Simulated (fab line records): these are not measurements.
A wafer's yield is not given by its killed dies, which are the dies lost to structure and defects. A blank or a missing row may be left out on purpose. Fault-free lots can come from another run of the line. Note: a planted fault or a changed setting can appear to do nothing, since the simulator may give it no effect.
fab line records :: flow ritCmos
record
  lots=14
  wafers=42
  lastDay=8
route steps=202 shown GATE@81
lots that met no fault: taken from a fault-free run of the same line
startH: hours from the record's opening day to when the first of the lot's shown wafers began :: waitH: time in hours since the lot's previous step :: " same as the row above :: L1.1+2: a row that stands for several wafers :: - no value, or no start was given :: * or withheld: withheld :: < > ~ a bound
route shown NAME@n: names a module that has steps shown in the file, with the first one's number in the route :: usual: average and standard deviation across the fault-free wafers :: same: alike in all rows :: chamber/n: place in a boat :: sites: the reading at each site :: _std_site: the values' standard deviation :: _edge_site: the outer-site mean with the inner-site mean subtracted :: radiusMm: how far each site lies from the wafer's centre :: mask NAME#n: copy n :: behind: tool/chamber where the wafer was last shaped :: hold: reason for holding the lot/hours on hold/outcome of the hold :: device: names the non-switching transistor (n, p or np) :: end of line: at the end of the route, the tests of the same wafers :: step lacking rows: just its recipe :: killed: the dies lost at the first sort to structure and to defects; this is not the yield of the wafer :: map: per-die view of a wafer (x killed, . not killed, _ where there is no die)
set.NAME: the setting the step ran with; set.NAME@STEP: the setting that earlier step ran with :: model.NAME: the simulator's own value behind a step, which no gauge read
a sample of lots followed through the steps of the route, with each step as a table and each wafer as a row
services: when a tool's chamber went out of use (startH, in hours from the record's first day, below 0 if earlier), for how many hours, and the reason
## steps
# step RIT_GATE_OXIDATION_05
# recipe
  tempC=900
  ambient=O2
  targetThkA=30
  oxTimeS=270
# usual
  oxTempC=900.0/0.38
  zonePowerCentrePct=43/3.7
  zonePowerLoadPct=25.9/1.5
# same
  oxTimeS=270
lot.wafer: L453.3
tool: furnace-02
chamber: 0
startH: 32.05
waitH: 0.2
oxTempC: 899.2
zonePowerCentrePct: 39
zonePowerLoadPct: 25.3

lot.wafer: L453.4
tool: furnace-02
chamber: 0
startH: 32.05
waitH: 0.2
oxTempC: 899.6
zonePowerCentrePct: 38
zonePowerLoadPct: 24.5

lot.wafer: L453.6
tool: furnace-02
chamber: 0
startH: 32.05
waitH: 0.2
oxTempC: 899.1
zonePowerCentrePct: 38
zonePowerLoadPct: 24.8

lot.wafer: L454.1
tool: furnace-01
chamber: 0
startH: 37.10
waitH: 0.1
oxTempC: 899.8
zonePowerCentrePct: 45
zonePowerLoadPct: 25.0

lot.wafer: L454.3
tool: furnace-01
chamber: 0
startH: 37.10
waitH: 0.1
oxTempC: 900.3
zonePowerCentrePct: 44
zonePowerLoadPct: 25.1

lot.wafer: L454.6
tool: furnace-01
chamber: 0
startH: 37.10
waitH: 0.1
oxTempC: 900.1
zonePowerCentrePct: 45
zonePowerLoadPct: 24.9

lot.wafer: L455.1
tool: furnace-01
chamber: 0
startH: 42.59
waitH: 0.1
oxTempC: 898.9
zonePowerCentrePct: 45
zonePowerLoadPct: 25.6

lot.wafer: L455.2
tool: furnace-01
chamber: 0
startH: 42.59
waitH: 0.1
oxTempC: 899.9
zonePowerCentrePct: 45
zonePowerLoadPct: 24.4

lot.wafer: L455.6
tool: furnace-01
chamber: 0
startH: 42.59
waitH: 0.1
oxTempC: 899.6
zonePowerCentrePct: 45
zonePowerLoadPct: 25.0

lot.wafer: L457.1
tool: furnace-04
chamber: 0
startH: 53.20
waitH: 0.7
oxTempC: 899.8
zonePowerCentrePct: 47
zonePowerLoadPct: 27.9

lot.wafer: L457.4
tool: furnace-04
chamber: 0
startH: 53.20
waitH: 0.7
oxTempC: 900.6
zonePowerCentrePct: 48
zonePowerLoadPct: 28.4

lot.wafer: L457.6
tool: furnace-04
chamber: 0
startH: 53.20
waitH: 0.7
oxTempC: 900.0
zonePowerCentrePct: 47
zonePowerLoadPct: 28.4

lot.wafer: L458.3
tool: furnace-02
chamber: 0
startH: 57.56
waitH: 0.3
oxTempC: 900.5
zonePowerCentrePct: 39
zonePowerLoadPct: 24.8

lot.wafer: L458.4
tool: furnace-02
chamber: 0
startH: 57.56
waitH: 0.3
oxTempC: 899.9
zonePowerCentrePct: 39
zonePowerLoadPct: 24.8

lot.wafer: L458.5
tool: furnace-02
chamber: 0
startH: 57.56
waitH: 0.3
oxTempC: 900.1
zonePowerCentrePct: 39
zonePowerLoadPct: 24.7

lot.wafer: L459.2
tool: furnace-01
chamber: 0
startH: 61.61
waitH: 0.0
oxTempC: 900.2
zonePowerCentrePct: 44
zonePowerLoadPct: 25.1

lot.wafer: L459.5
tool: furnace-01
chamber: 0
startH: 61.61
waitH: 0.0
oxTempC: 900.1
zonePowerCentrePct: 45
zonePowerLoadPct: 25.0

lot.wafer: L459.6
tool: furnace-01
chamber: 0
startH: 61.61
waitH: 0.0
oxTempC: 900.1
zonePowerCentrePct: 45
zonePowerLoadPct: 25.1

lot.wafer: L460.1
tool: furnace-04
chamber: 0
startH: 68.37
waitH: 0.3
oxTempC: 900.2
zonePowerCentrePct: 48
zonePowerLoadPct: 28.1

lot.wafer: L460.3
tool: furnace-04
chamber: 0
startH: 68.37
waitH: 0.3
oxTempC: 900.2
zonePowerCentrePct: 47
zonePowerLoadPct: 27.8

lot.wafer: L460.4
tool: furnace-04
chamber: 0
startH: 68.37
waitH: 0.3
oxTempC: 899.8
zonePowerCentrePct: 48
zonePowerLoadPct: 28.9

lot.wafer: L461.1
tool: furnace-01
chamber: 0
startH: 73.43
waitH: 0.7
oxTempC: 900.0
zonePowerCentrePct: 44
zonePowerLoadPct: 25.4

lot.wafer: L461.2
tool: furnace-01
chamber: 0
startH: 73.43
waitH: 0.7
oxTempC: 899.8
zonePowerCentrePct: 44
zonePowerLoadPct: 24.5

lot.wafer: L461.4
tool: furnace-01
chamber: 0
startH: 73.43
waitH: 0.7
oxTempC: 899.7
zonePowerCentrePct: 45
zonePowerLoadPct: 25.2

lot.wafer: L462.2
tool: furnace-02
chamber: 0
startH: 78.93
waitH: 0.0
oxTempC: 899.5
zonePowerCentrePct: 38
zonePowerLoadPct: 24.7

lot.wafer: L462.4
tool: furnace-02
chamber: 0
startH: 78.93
waitH: 0.0
oxTempC: 899.4
zonePowerCentrePct: 38
zonePowerLoadPct: 24.2

lot.wafer: L462.6
tool: furnace-02
chamber: 0
startH: 78.93
waitH: 0.0
oxTempC: 899.8
zonePowerCentrePct: 39
zonePowerLoadPct: 25.0

lot.wafer: L466.2
tool: furnace-04
chamber: 0
startH: 97.53
waitH: 0.1
oxTempC: 900.1
zonePowerCentrePct: 48
zonePowerLoadPct: 27.9

lot.wafer: L466.3
tool: furnace-04
chamber: 0
startH: 97.53
waitH: 0.1
oxTempC: 899.7
zonePowerCentrePct: 47
zonePowerLoadPct: 27.8

lot.wafer: L466.5
tool: furnace-04
chamber: 0
startH: 97.53
waitH: 0.1
oxTempC: 899.8
zonePowerCentrePct: 48
zonePowerLoadPct: 28.2

lot.wafer: L467.1
tool: furnace-02
chamber: 0
startH: 102.63
waitH: 0.1
oxTempC: 899.3
zonePowerCentrePct: 39
zonePowerLoadPct: 25.0

lot.wafer: L467.2
tool: furnace-02
chamber: 0
startH: 102.63
waitH: 0.1
oxTempC: 900.0
zonePowerCentrePct: 38
zonePowerLoadPct: 24.8

lot.wafer: L467.5
tool: furnace-02
chamber: 0
startH: 102.63
waitH: 0.1
oxTempC: 900.4
zonePowerCentrePct: 39
zonePowerLoadPct: 24.1

lot.wafer: L472.1
tool: furnace-02
chamber: 0
startH: 127.81
waitH: 0.1
oxTempC: 900.9
zonePowerCentrePct: 38
zonePowerLoadPct: 24.7

lot.wafer: L472.4
tool: furnace-02
chamber: 0
startH: 127.81
waitH: 0.1
oxTempC: 900.0
zonePowerCentrePct: 39
zonePowerLoadPct: 24.9

lot.wafer: L472.6
tool: furnace-02
chamber: 0
startH: 127.81
waitH: 0.1
oxTempC: 900.4
zonePowerCentrePct: 39
zonePowerLoadPct: 25.1

lot.wafer: L474.2
tool: furnace-04
chamber: 0
startH: 138.16
waitH: 0.0
oxTempC: 899.8
zonePowerCentrePct: 47
zonePowerLoadPct: 28.4

lot.wafer: L474.4
tool: furnace-04
chamber: 0
startH: 138.16
waitH: 0.0
oxTempC: 899.5
zonePowerCentrePct: 48
zonePowerLoadPct: 28.0

lot.wafer: L474.6
tool: furnace-04
chamber: 0
startH: 138.16
waitH: 0.0
oxTempC: 899.6
zonePowerCentrePct: 48
zonePowerLoadPct: 28.3

lot.wafer: L476.3
tool: furnace-01
chamber: 0
startH: 152.33
waitH: 1.0
oxTempC: 900.1
zonePowerCentrePct: 45
zonePowerLoadPct: 25.1

lot.wafer: L476.4
tool: furnace-01
chamber: 0
startH: 152.33
waitH: 1.0
oxTempC: 899.9
zonePowerCentrePct: 44
zonePowerLoadPct: 24.9

lot.wafer: L476.6
tool: furnace-01
chamber: 0
startH: 152.33
waitH: 1.0
oxTempC: 899.6
zonePowerCentrePct: 44
zonePowerLoadPct: 25.2
# step RIT_GATE_THK_MEAS_07
# recipe
  reads=SiO2_of_GATE_OXIDATION_05
# usual
  GATE_OXIDE_THK=3.00/0.054
lot.wafer: L453.3
tool: filmMetro-03
chamber: -
startH: 33.40
waitH: 0.0
GATE_OXIDE_THK[nm]: 3.00

lot.wafer: L453.4
tool: filmMetro-03
chamber: -
startH: 33.40
waitH: 0.0
GATE_OXIDE_THK[nm]: 3.05

lot.wafer: L453.6
tool: filmMetro-03
chamber: -
startH: 33.40
waitH: 0.0
GATE_OXIDE_THK[nm]: 3.03

lot.wafer: L454.1
tool: filmMetro-04
chamber: -
startH: 38.42
waitH: 0.0
GATE_OXIDE_THK[nm]: 3.02

lot.wafer: L454.3
tool: filmMetro-04
chamber: -
startH: 38.42
waitH: 0.0
GATE_OXIDE_THK[nm]: 2.98

lot.wafer: L454.6
tool: filmMetro-04
chamber: -
startH: 38.42
waitH: 0.0
GATE_OXIDE_THK[nm]: 3.06

lot.wafer: L455.1
tool: filmMetro-04
chamber: -
startH: 43.91
waitH: 0.0
GATE_OXIDE_THK[nm]: 3.05

lot.wafer: L455.2
tool: filmMetro-04
chamber: -
startH: 43.91
waitH: 0.0
GATE_OXIDE_THK[nm]: 3.07

lot.wafer: L455.6
tool: filmMetro-04
chamber: -
startH: 43.91
waitH: 0.0
GATE_OXIDE_THK[nm]: 3.08

lot.wafer: L457.1
tool: filmMetro-03
chamber: -
startH: 57.07
waitH: 0.0
GATE_OXIDE_THK[nm]: 3.13

lot.wafer: L457.4
tool: filmMetro-03
chamber: -
startH: 57.07
waitH: 0.0
GATE_OXIDE_THK[nm]: 3.05

lot.wafer: L457.6
tool: filmMetro-03
chamber: -
startH: 57.07
waitH: 0.0
GATE_OXIDE_THK[nm]: 3.02

lot.wafer: L458.3
tool: filmMetro-03
chamber: -
startH: 58.91
waitH: 0.0
GATE_OXIDE_THK[nm]: 2.99

lot.wafer: L458.4
tool: filmMetro-03
chamber: -
startH: 58.91
waitH: 0.0
GATE_OXIDE_THK[nm]: 2.99

lot.wafer: L458.5
tool: filmMetro-03
chamber: -
startH: 58.91
waitH: 0.0
GATE_OXIDE_THK[nm]: 3.04

lot.wafer: L459.2
tool: filmMetro-01
chamber: -
startH: 62.95
waitH: 0.0
GATE_OXIDE_THK[nm]: 2.91

lot.wafer: L459.5
tool: filmMetro-01
chamber: -
startH: 62.95
waitH: 0.0
GATE_OXIDE_THK[nm]: 2.95

lot.wafer: L459.6
tool: filmMetro-01
chamber: -
startH: 62.95
waitH: 0.0
GATE_OXIDE_THK[nm]: 2.97

lot.wafer: L460.1
tool: filmMetro-03
chamber: -
startH: 69.69
waitH: 0.0
GATE_OXIDE_THK[nm]: 2.95

lot.wafer: L460.3
tool: filmMetro-03
chamber: -
startH: 69.69
waitH: 0.0
GATE_OXIDE_THK[nm]: 3.01

lot.wafer: L460.4
tool: filmMetro-03
chamber: -
startH: 69.69
waitH: 0.0
GATE_OXIDE_THK[nm]: 3.03

lot.wafer: L461.1
tool: filmMetro-03
chamber: -
startH: 74.75
waitH: 0.0
GATE_OXIDE_THK[nm]: 3.03

lot.wafer: L461.2
tool: filmMetro-03
chamber: -
startH: 74.75
waitH: 0.0
GATE_OXIDE_THK[nm]: 2.99

lot.wafer: L461.4
tool: filmMetro-03
chamber: -
startH: 74.75
waitH: 0.0
GATE_OXIDE_THK[nm]: 3.08

lot.wafer: L462.2
tool: filmMetro-04
chamber: -
startH: 80.26
waitH: 0.0
GATE_OXIDE_THK[nm]: 2.90

lot.wafer: L462.4
tool: filmMetro-04
chamber: -
startH: 80.26
waitH: 0.0
GATE_OXIDE_THK[nm]: 2.98

lot.wafer: L462.6
tool: filmMetro-04
chamber: -
startH: 80.26
waitH: 0.0
GATE_OXIDE_THK[nm]: 2.90

lot.wafer: L466.2
tool: filmMetro-04
chamber: -
startH: 98.86
waitH: 0.0
GATE_OXIDE_THK[nm]: 3.03

lot.wafer: L466.3
tool: filmMetro-04
chamber: -
startH: 98.86
waitH: 0.0
GATE_OXIDE_THK[nm]: 2.99

lot.wafer: L466.5
tool: filmMetro-04
chamber: -
startH: 98.86
waitH: 0.0
GATE_OXIDE_THK[nm]: 2.98

lot.wafer: L467.1
tool: filmMetro-01
chamber: -
startH: 103.95
waitH: 0.0
GATE_OXIDE_THK[nm]: 3.44

lot.wafer: L467.2
tool: filmMetro-01
chamber: -
startH: 103.95
waitH: 0.0
GATE_OXIDE_THK[nm]: 3.45

lot.wafer: L467.5
tool: filmMetro-01
chamber: -
startH: 103.95
waitH: 0.0
GATE_OXIDE_THK[nm]: 3.38

lot.wafer: L472.1
tool: filmMetro-01
chamber: -
startH: 129.14
waitH: 0.0
GATE_OXIDE_THK[nm]: 3.45

lot.wafer: L472.4
tool: filmMetro-01
chamber: -
startH: 129.14
waitH: 0.0
GATE_OXIDE_THK[nm]: 3.41

lot.wafer: L472.6
tool: filmMetro-01
chamber: -
startH: 129.14
waitH: 0.0
GATE_OXIDE_THK[nm]: 3.51

lot.wafer: L474.2
tool: filmMetro-03
chamber: -
startH: 139.50
waitH: 0.0
GATE_OXIDE_THK[nm]: 2.94

lot.wafer: L474.4
tool: filmMetro-03
chamber: -
startH: 139.50
waitH: 0.0
GATE_OXIDE_THK[nm]: 2.99

lot.wafer: L474.6
tool: filmMetro-03
chamber: -
startH: 139.50
waitH: 0.0
GATE_OXIDE_THK[nm]: 2.95

lot.wafer: L476.3
tool: filmMetro-01
chamber: -
startH: 153.67
waitH: 0.0
GATE_OXIDE_THK[nm]: 2.94

lot.wafer: L476.4
tool: filmMetro-01
chamber: -
startH: 153.67
waitH: 0.0
GATE_OXIDE_THK[nm]: 3.02

lot.wafer: L476.6
tool: filmMetro-01
chamber: -
startH: 153.67
waitH: 0.0
GATE_OXIDE_THK[nm]: 3.02
## services
tool: furnace-01
chamber: -
startH: 54.76
hours: 3.2
kind: pm

tool: furnace-02
chamber: -
startH: 97.05
hours: 3.2
kind: pm

tool: furnace-02
chamber: -
startH: 132.05
hours: 2.5
kind: pm

tool: furnace-04
chamber: -
startH: 135.60
hours: 2.5
kind: pm

tool: furnace-04
chamber: -
startH: 146.11
hours: 9.7
kind: repair
## key
firstSign
  step=RIT_GATE_THK_MEAS_07
  reading=GATE_OXIDE_THK
  direction=up
  sigmas=8.1
  usual=3.00
  struck=3.44
effect none on later readings
metAt RIT_GATE_OXIDATION_05
struckLots L467,L472
testerLeftOut L467,L472
onsetBetween 78.93 102.63
fault
  kind=processParameterDrift
  tool=furnace-02
  chamber=-
  onsetH=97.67
  steps=RIT_GATE_OXIDATION_05
  channel=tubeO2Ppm
  offset=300
  shape=step
  endH=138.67
# testerLeftOut: of these lots the tester's yield and bins aren't shown, on N5 and GAA mostly nor the transistor test; their killed dies are dies lost to structure and defects alone, not to doping, threshold or leakage, so they don't give the yield
